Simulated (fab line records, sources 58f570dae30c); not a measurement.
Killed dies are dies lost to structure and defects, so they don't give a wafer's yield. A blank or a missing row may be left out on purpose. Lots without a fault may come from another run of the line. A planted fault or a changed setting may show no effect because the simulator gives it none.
Which tool did it? | flow berkeley_cmos170 | 12 lots, 36 wafers sampled, at 6 steps of a route of 331

WHAT THE GAUGES READ, wafer by wafer
UCB170_V1_CD_MEAS_90: target cd 700 nm. Usual: cd_nm 700.3 nm, standard deviation 1.6.
lot  | measured     | on        | cd_nm (nm)        | flag
L601 | day 7 17:34  | cd_sem-01 | 701.2 701.9 699.7 |
L600 | day 7 17:59  | cd_sem-02 | 700.7 701.5 701.1 |
L602 | day 7 23:28  | cd_sem-02 | 700.0 699.9 699.1 |
L605 | day 8 05:41  | cd_sem-01 | 701.7 700.8 700.8 |
L604 | day 8 10:53  | cd_sem-02 | 700.9 702.0 700.9 |
L603 | day 8 11:01  | cd_sem-01 | 700.6 701.1 700.2 |
L606 | day 8 18:41  | cd_sem-01 | 700.9 701.7 702.0 |
L607 | day 8 19:49  | cd_sem-02 | 701.2 701.0 702.5 |
L619 | day 11 02:41 | cd_sem-02 | 693.6 698.7 696.1 |
L620 | day 11 18:23 | cd_sem-02 | 700.6 699.8 700.8 |
L621 | day 12 05:08 | cd_sem-02 | 698.8 698.2 699.6 |
L623 | day 12 05:41 | cd_sem-02 | 702.9 701.3 702.1 |

UCB170_M2_OVL_MEAS_16. Usual: M2_OVL -1 nm, standard deviation 5.
lot  | measured     | on         | M2_OVL (nm) | flag
L601 | day 7 20:05  | overlay-01 | -4 9 4      |
L600 | day 7 20:42  | overlay-01 | -7 0 -3     |
L602 | day 8 03:32  | overlay-02 | -10 2 -3    |
L605 | day 8 08:14  | overlay-02 | 1 -7 -9     |
L604 | day 8 13:24  | overlay-01 | 0 0 -1      |
L603 | day 8 13:41  | overlay-02 | 0 -4 6      |
L606 | day 8 22:35  | overlay-01 | 1 3 6       |
L607 | day 8 23:07  | overlay-01 | 3 -1 -3     |
L619 | day 11 05:21 | overlay-02 | -8 -6       |
L620 | day 11 20:54 | overlay-02 | 11 4 10     |
L621 | day 12 07:50 | overlay-01 | -7 -1 -2    |
L623 | day 12 08:30 | overlay-01 | -3 -5 1     |

UCB170_M2_CD_MEAS_90: target cd 700 nm. Usual: cd_nm 700.3 nm, standard deviation 2.7.
lot  | measured     | on        | cd_nm (nm)        | flag
L601 | day 7 20:28  | cd_sem-02 | 700.0 699.8 697.0 |
L600 | day 7 21:05  | cd_sem-01 | 697.4 704.6 703.5 |
L602 | day 8 03:58  | cd_sem-01 | 704.9 704.0 704.3 |
L605 | day 8 08:35  | cd_sem-02 | 697.2 701.9 700.5 |
L604 | day 8 13:46  | cd_sem-01 | 696.6 697.5 696.8 |
L603 | day 8 14:05  | cd_sem-01 | 702.8 701.5 701.8 |
L606 | day 8 22:58  | cd_sem-02 | 707.3 703.5 702.5 |
L607 | day 8 23:29  | cd_sem-01 | 697.6 703.5 699.9 |
L619 | day 11 06:05 | cd_sem-02 | 703.2 702.1       |
L620 | day 11 21:16 | cd_sem-01 | 701.9 696.5 700.4 |
L621 | day 12 08:14 | cd_sem-01 | 698.5 695.6 698.7 |
L623 | day 12 08:52 | cd_sem-02 | 702.4 699.7 703.6 |

WHICH TOOL RAN EACH LOT (tool, then ch and the chambers of the sampled wafers, then the start)
lot  | UCB170_V1_ETCH_14                  | UCB170_V1_STRIP_15                   | UCB170_M2_ETCH_17
L601 | rie_diel-03 ch 0,1,3, day 7 17:14  | plasma_asher-04 ch 0,1, day 7 17:25  | rie_diel-04 ch 2,3, day 7 20:07
L600 | rie_diel-01 ch 1,2,3, day 7 17:40  | plasma_asher-04 ch 0,1, day 7 17:53  | rie_diel-02 ch 0,2,3, day 7 20:43
L602 | rie_diel-03 ch 0,1, day 7 23:11    | plasma_asher-03 ch 0,1, day 7 23:22  | rie_diel-02 ch 0,1,3, day 8 03:34
L605 | rie_diel-03 ch 1,3, day 8 05:25    | plasma_asher-04 ch 0, day 8 05:35    | rie_diel-02 ch 0,2,3, day 8 08:16
L604 | rie_diel-03 ch 2,3, day 8 10:36    | plasma_asher-03 ch 0,1, day 8 10:47  | rie_diel-03 ch 1,2,3, day 8 13:26
L603 | rie_diel-01 ch 1,2,3, day 8 10:41  | plasma_asher-02 ch 0,1, day 8 10:54  | rie_diel-04 ch 1,2,3, day 8 13:43
L606 | rie_diel-03 ch 0,2,3, day 8 18:22  | plasma_asher-02 ch 0,1, day 8 18:34  | rie_diel-02 ch 1,2, day 8 22:36
L607 | rie_diel-02 ch 0,1,2, day 8 19:32  | plasma_asher-02 ch 0,1, day 8 19:43  | rie_diel-04 ch 1,2,3, day 8 23:09
L619 | rie_diel-02 ch 0,1,3, day 11 02:25 | plasma_asher-03 ch 0,1, day 11 02:35 | rie_diel-03 ch 1, day 11 05:23
L620 | rie_diel-03 ch 1,3, day 11 18:06   | plasma_asher-03 ch 0,1, day 11 18:17 | rie_diel-03 ch 1,3, day 11 20:56
L621 | rie_diel-03 ch 2,3, day 12 04:49   | plasma_asher-04 ch 0,1, day 12 05:01 | rie_diel-03 ch 0,1, day 12 07:52
L623 | rie_diel-03 ch 0,1,3, day 12 05:25 | plasma_asher-04 ch 0,1, day 12 05:35 | rie_diel-04 ch 0,1,2, day 12 08:32
- UCB170_V1_ETCH_14: etches SiO2 in CHF3/CF4/Ar, stops on Al, target depth 1250 nm, time 291 s.
- UCB170_V1_STRIP_15: strips in O2.
- UCB170_M2_ETCH_17: etches BARC in N2/H2.

WHAT THE TOOLS THEMSELVES READ (means of the sampled wafers that have a number; where no wafer has one, the mark that the record gives instead)
UCB170_V1_ETCH_14. Usual: chamber_pressure_mTorr 200.00 mTorr, standard deviation 0.19; drypump_motor_current_A 5.6 A, standard deviation 0.42; oes_product_au 0.878 a.u., standard deviation 0.015; rf_fwd_power_W 698.1 W, standard deviation 2.3; throttle_valve_pct 6.96 %, standard deviation 0.13.
lot  | tool        | chamber_pressure_mTorr (mTorr) | drypump_motor_current_A (A) | oes_product_au (a.u.) | rf_fwd_power_W (W) | throttle_valve_pct (%) | flag
L601 | rie_diel-03 | 200.11                         | 5.6                         | 0.872                 | 696.8              | 6.88                   |
L600 | rie_diel-01 | 200.02                         | 5.9                         | 0.882                 | 695.6              | 6.82                   |
L602 | rie_diel-03 | 199.95                         | 5.6                         | 0.885                 | 697.7              | 6.96                   |
L605 | rie_diel-03 | 199.90                         | 5.8                         | 0.880                 | 696.2              | 6.97                   |
L604 | rie_diel-03 | 199.94                         | 5.3                         | 0.861                 | 699.2              | 7.02                   |
L603 | rie_diel-01 | 199.99                         | 6.0                         | 0.883                 | 698.2              | 6.82                   |
L606 | rie_diel-03 | 200.04                         | 5.3                         | 0.874                 | 698.8              | 6.91                   |
L607 | rie_diel-02 | 200.02                         | 5.8                         | 0.886                 | 697.0              | 7.06                   |
L619 | rie_diel-02 | 199.89                         | 5.7                         | 0.872                 | 606.0              | 7.05                   | OFF
L620 | rie_diel-03 | 200.06                         | 5.8                         | 0.859                 | 700.2              | 6.91                   |
L621 | rie_diel-03 | 199.99                         | 5.3                         | 0.882                 | 695.5              | 7.02                   |
L623 | rie_diel-03 | 200.06                         | 5.6                         | 0.882                 | 697.5              | 6.89                   |

UCB170_V1_STRIP_15. Usual: chamber_pressure_mTorr 3500 mTorr, standard deviation 3.1; drypump_motor_current_A 5.5 A, standard deviation 0.31; oes_product_au 0.722 a.u., standard deviation 0.0044; strip_time_to_endpoint_s 15.35 s, standard deviation 0.083.
lot  | tool            | chamber_pressure_mTorr (mTorr) | drypump_motor_current_A (A) | oes_product_au (a.u.) | strip_time_to_endpoint_s (s) | flag
L601 | plasma_asher-04 | 3497                           | 5.6                         | 0.722                 | 15.42                        |
L600 | plasma_asher-04 | 3501                           | 5.3                         | 0.720                 | 15.33                        |
L602 | plasma_asher-03 | 3500                           | 5.5                         | 0.720                 | 15.30                        |
L605 | plasma_asher-04 | 3501                           | 5.9                         | 0.724                 | 15.26                        |
L604 | plasma_asher-03 | 3502                           | 5.5                         | 0.724                 | 15.29                        |
L603 | plasma_asher-02 | 3499                           | 5.5                         | 0.721                 | 15.36                        |
L606 | plasma_asher-02 | 3500                           | 5.5                         | 0.723                 | 15.33                        |
L607 | plasma_asher-02 | 3500                           | 5.6                         | 0.720                 | 15.35                        |
L619 | plasma_asher-03 | 3500                           | 5.5                         | 0.719                 | 15.87                        | OFF
L620 | plasma_asher-03 | 3500                           | 5.6                         | 0.723                 | 15.43                        |
L621 | plasma_asher-04 | 3499                           | 5.6                         | 0.721                 | 15.29                        |
L623 | plasma_asher-04 | 3497                           | 5.3                         | 0.721                 | 15.35                        |

UCB170_M2_ETCH_17. Usual: chamber_pressure_mTorr 30.00 mTorr, standard deviation 0.031; drypump_motor_current_A 5.7 A, standard deviation 0.4; oes_product_au 1.001 a.u., standard deviation 0.017; rf_fwd_power_W 494.4 W, standard deviation 2.1; throttle_valve_pct 13.30 %, standard deviation 0.24.
lot  | tool        | chamber_pressure_mTorr (mTorr) | drypump_motor_current_A (A) | oes_product_au (a.u.) | rf_fwd_power_W (W) | throttle_valve_pct (%) | flag
L601 | rie_diel-04 | 29.98                          | 6.0                         | 1.005                 | 495.1              | 13.32                  |
L600 | rie_diel-02 | 29.99                          | 5.7                         | 1.014                 | 495.4              | 13.56                  |
L602 | rie_diel-02 | 29.98                          | 5.6                         | 0.996                 | 495.1              | 13.52                  |
L605 | rie_diel-02 | 30.00                          | 5.7                         | 1.007                 | 493.6              | 13.56                  |
L604 | rie_diel-03 | 29.98                          | 5.5                         | 0.995                 | 493.1              | 13.36                  |
L603 | rie_diel-04 | 30.01                          | 6.0                         | 1.001                 | 496.2              | 13.17                  |
L606 | rie_diel-02 | 29.98                          | 6.1                         | 1.002                 | 492.4              | 13.47                  |
L607 | rie_diel-04 | 29.99                          | 6.0                         | 1.008                 | 496.5              | 13.16                  |
L619 | rie_diel-03 | 30.03                          | 5.7                         | 1.007                 | 491.7              | 13.41                  |
L620 | rie_diel-03 | 30.03                          | 5.7                         | 0.984                 | 492.6              | 13.22                  |
L621 | rie_diel-03 | 30.03                          | 5.4                         | 1.012                 | 493.1              | 13.19                  |
L623 | rie_diel-04 | 30.01                          | 5.7                         | 0.994                 | 494.3              | 13.19                  |

THE ANSWER, worked out from the rows above alone
Rule: a lot is off if the mean of its wafers that have a number lies more than 3 standard deviations from the usual mean. A lot without any number at a reading at which 4 lots or more have one is off too. The other lots that the step has rows for count as sound. The gauges are gone through in route order, then the tools' own readings, and for those a lot's mean is taken as printed above. The first step at which some lot is off is used, and at that step the reading that is off furthest; a lot without a number counts as furthest.
Off: L619, at UCB170_V1_ETCH_14 (rf_fwd_power_W).
A tool fits if, at that step or a process step before it, it ran every lot that is off, and no sound lot after the first of them. One fits: rie_diel-02 at UCB170_V1_ETCH_14. Its last sound lot is L607 (day 8 19:32), its first lot that is off L619 (day 11 02:25): a fault that began between those two fits.
The tool's own readings at UCB170_V1_ETCH_14 bear it out: on the lots that are off they differ by more than 5 times the standard deviation of the sound lots' means. rf_fwd_power_W reads 606.0 W there against 697.5 W on the sound lots.

WHAT THE SIMULATOR HAD PUT IN
Process parameter drift: rie_diel-02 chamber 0, from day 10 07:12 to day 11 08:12, at UCB170_V1_ETCH_14. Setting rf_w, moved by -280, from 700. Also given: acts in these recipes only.
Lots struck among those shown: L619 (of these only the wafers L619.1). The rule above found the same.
